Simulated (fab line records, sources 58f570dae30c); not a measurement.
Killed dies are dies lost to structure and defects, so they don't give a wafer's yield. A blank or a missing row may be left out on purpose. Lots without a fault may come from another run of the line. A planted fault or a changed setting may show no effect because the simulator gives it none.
Which tool did it? | flow berkeley_cmos170 | 7 lots, 21 wafers sampled, at 1 step of a route of 331

WHAT THE GAUGES READ, wafer by wafer
UCB170_SCREENOX_THK_MEAS_02.
lot  | measured    | on            | SCREENOX_OXIDE_THK (nm)
L414 | day 5 12:10 | film_metro-04 | 14.76 14.48 14.53
L416 | day 6 04:34 | film_metro-01 | 14.31 14.43 14.41
L419 | day 7 01:52 | film_metro-02 | 14.49 14.52 14.44
L421 | day 7 13:20 | film_metro-01 | 14.30 14.40 14.31
L429 | day 8 19:19 | film_metro-02 | 13.93 13.99 14.10
L433 | day 9 15:54 | film_metro-04 | 14.07 14.07 14.00
L434 | day 9 18:44 | film_metro-01 | 14.53 14.69 14.58

WHICH TOOL RAN EACH LOT (tool, then ch and the chambers of the sampled wafers, then the start)
The record holds no process step before these readings.

THE ANSWER, worked out from the rows above alone
Rule: what is usual is taken from the lots themselves. Put in order of their means at a reading, lots are off if they are a third of the lots or fewer, leave a main group of 4 or more, and stand apart from it by a gap of 3 or more times the standard deviation of the main group's means; of several such gaps the widest counts. A main group whose means are all the same, to the digits that the tables above print for the reading, isn't used. A lot without any number at a reading at which 4 lots or more have one is off too. The other lots that the step has rows for count as sound.
No lot is off at any reading shown: from this, nothing can be told.

WHAT THE SIMULATOR HAD PUT IN
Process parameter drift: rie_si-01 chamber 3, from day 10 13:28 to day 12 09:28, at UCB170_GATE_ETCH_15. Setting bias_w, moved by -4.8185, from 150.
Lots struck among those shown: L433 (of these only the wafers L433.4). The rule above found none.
